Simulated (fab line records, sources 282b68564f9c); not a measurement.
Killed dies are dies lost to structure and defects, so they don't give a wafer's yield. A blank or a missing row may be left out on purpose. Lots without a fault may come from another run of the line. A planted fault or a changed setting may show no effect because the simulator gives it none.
One fault seen from 2 desks | flow rit_cmos | each desk has only its own numbers; what lay behind them comes last

THE METROLOGY DESK
What the gauges read, lot by lot, whatever tool the lot ran on: means of the sampled wafers that have a number. A lot is out of limits, marked OUT, if its mean lies more than 4 standard deviations from the usual mean; the brackets give that distance.
Columns: A = NWELL_OVL at RIT_NWELL_OVL_MEAS_06, usual 0.2 nm; B = NWELL_TW at RIT_NWELL_TW_MEAS_10, usual 2136; C = NWELL_RS at RIT_WELLDRIVE_RS_MEAS_01, usual 275.1 ohm/sq; D = cd_nm at RIT_GATE_CD_MEAS_90, usual 150.5 nm
lot  | first seen here | A    | B              | C               | D
L936 | day 1 20:52     | -1.3 | 2133           | 275.6           | 151.0
L937 | day 2 01:16     | 2.1  | 2145           | 274.0           | 150.1
L938 | day 2 06:23     | 0.0  | 2117           | 275.3           | 151.0
L939 | day 2 11:49     | -3.1 | 2135           | 276.5           | 149.8
L940 | day 2 17:05     | 0.3  | 2119           | 274.2           | 150.2
L941 | day 2 21:23     | 0.4  | 2141           | 274.4           | 152.4
L942 | day 3 02:23     | 0.2  | 2140           | 275.2           | 153.8
L946 | day 4 00:02     | 0.6  | 2118           | 275.0           | 150.3
L947 | day 4 04:55     | 1.0  | 2469 (+26) OUT | 208.2 (-88) OUT | 148.5
L949 | day 4 16:50     | -0.0 | 2483 (+27) OUT | 207.8 (-89) OUT | 147.8
L951 | day 5 02:05     | -0.2 | 2143           | 275.8           | 149.3
L952 | day 5 10:29     | 1.1  | 2130           | 274.5           | 147.1
L954 | day 5 17:02     | 0.1  | 2151           | 276.5           | 152.0
L958 | day 6 14:47     | -0.5 | 2144           | 276.1           | 147.7
This desk's finding: out of limits on L947, L949; first on L947, day 4 05:31 (NWELL_TW at RIT_NWELL_TW_MEAS_10). In limits: L936, L937, L938, L939, L940, L941, L942, L946, L951, L952, L954, L958.

THE TOOL OWNER'S DESK: implanter-03
The tool's own readings at RIT_NWELL_IMPLANT_08: means of the sampled wafers that have a number, for each lot that ran on this tool. A lot is out of limits, marked OUT, if its mean lies more than 4 standard deviations from the usual mean; the brackets give that distance.
Columns: A = dose_ions_cm2 at RIT_NWELL_IMPLANT_08, usual 5e+13; B = faraday_current_uA at RIT_NWELL_IMPLANT_08, usual 159
lot  | first seen here | A                       | B
L939 | day 2 12:06     | 5e+13                   | 160
L946 | day 4 00:22     | 5e+13                   | 156
L947 | day 4 05:12     | 8e+13 (+99 or more) OUT | 254 (+28) OUT
L949 | day 4 17:08     | 8e+13 (+99 or more) OUT | 257 (+29) OUT
This desk's finding: out of limits on L947, L949; first on L947, day 4 05:12 (dose_ions_cm2 at RIT_NWELL_IMPLANT_08). In limits: L939, L946.

PUT TOGETHER
The tool owner's desk could have raised an alarm at day 4 05:12, on L947, L949.
The metrology desk could have raised an alarm at day 4 05:31, on L947, L949.
Of the lots named, all ran RIT_NWELL_IMPLANT_08 on implanter-03.

WHAT THE SIMULATOR HAD PUT IN
Process parameter drift: implanter-03, from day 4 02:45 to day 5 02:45, at RIT_NWELL_IMPLANT_08. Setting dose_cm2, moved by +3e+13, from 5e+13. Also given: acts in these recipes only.
Lots struck among those shown: L947, L949.
Hours from the fault's start to each desk's first reading out of limits: the tool owner's desk, 2; the metrology desk, 3.
